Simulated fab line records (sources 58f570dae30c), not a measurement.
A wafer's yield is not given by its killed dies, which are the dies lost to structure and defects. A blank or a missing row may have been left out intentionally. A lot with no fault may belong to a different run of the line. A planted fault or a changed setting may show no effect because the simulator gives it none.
Which tool did it? -- flow berkeley_cmos170 -- 11 lots with 33 wafers sampled at 2 steps, on a route of 331 steps

## WHAT THE GAUGES SHOWED, per wafer
UCB170_WELLDRIVE_THK_MEAS_02.
lot,measured,on,WELLDRIVE_OXIDE_THK (nm)
L567,day 3 08:10,film_metro-02,201 199 200
L568,day 3 17:00,film_metro-02,205 204 208
L569,day 4 04:50,film_metro-02,200 201 201
L570,day 4 04:50,film_metro-04,203 201 200
L577,day 5 08:04,film_metro-04,245 243 246
L582,day 6 15:07,film_metro-02,255 253 255
L583,day 6 19:35,film_metro-01,195 196 202
L584,day 6 19:34,film_metro-02,200 193 196
L586,day 7 09:58,film_metro-01,198 204 200
L587,day 7 16:03,film_metro-02,195 194 195
L588,day 7 16:03,film_metro-04,198 200 202

## EACH LOT AND THE TOOL THAT RAN IT (in order: tool; ch and the chambers of the sampled wafers; start)
lot,UCB170_WELLDRIVE_OXIDATION_01
L567,"furnace-03 ch 0, day 3 04:40"
L568,"furnace-03 ch 0, day 3 13:29"
L569,"furnace-03 ch 0, day 4 01:20"
L570,"furnace-03 ch 0, day 4 01:20"
L577,"furnace-01 ch 0, day 5 04:32"
L582,"furnace-01 ch 0, day 6 11:37"
L583,"furnace-04 ch 0, day 6 16:04"
L584,"furnace-04 ch 0, day 6 16:04"
L586,"furnace-03 ch 0, day 7 06:26"
L587,"furnace-04 ch 0, day 7 12:32"
L588,"furnace-04 ch 0, day 7 12:32"
- UCB170_WELLDRIVE_OXIDATION_01: target thk 199 nm, ox time 9000 s.

## THE ANSWER, worked out from the rows above alone
Rule: the usual values come from the lots themselves. The widest of any qualifying gaps counts: lots, ordered by their means at a reading, are off when they make up no more than a third of the lots, leave a main group of 4 or more, and stand apart from it by 3 or more times the standard deviation of that group's means. If all means in a main group match to the digits the tables above print for the reading, that group is not used. Also off: a lot with no number at a reading for which 4 or more lots have one. Where the step has rows for the other lots, those lots are counted as sound.
Off: L577, L582, seen at UCB170_WELLDRIVE_THK_MEAS_02 (WELLDRIVE_OXIDE_THK). The main group has a mean of 200 nm with a standard deviation of 3.
A tool fits if, at a process step before that reading, it ran every lot that is off, and no sound lot after the first of them. The gauges at UCB170_WELLDRIVE_THK_MEAS_02 are tried like those tools. One fits: furnace-01 at UCB170_WELLDRIVE_OXIDATION_01. It ran no sound lot before its first lot that is off in this sample, so the start can't be narrowed down.

## WHAT THE SIMULATOR HAD INSERTED
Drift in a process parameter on furnace-01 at UCB170_WELLDRIVE_OXIDATION_01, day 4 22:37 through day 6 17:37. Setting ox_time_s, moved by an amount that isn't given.
Struck lots among those shown: L577, L582. The rule above found the same.
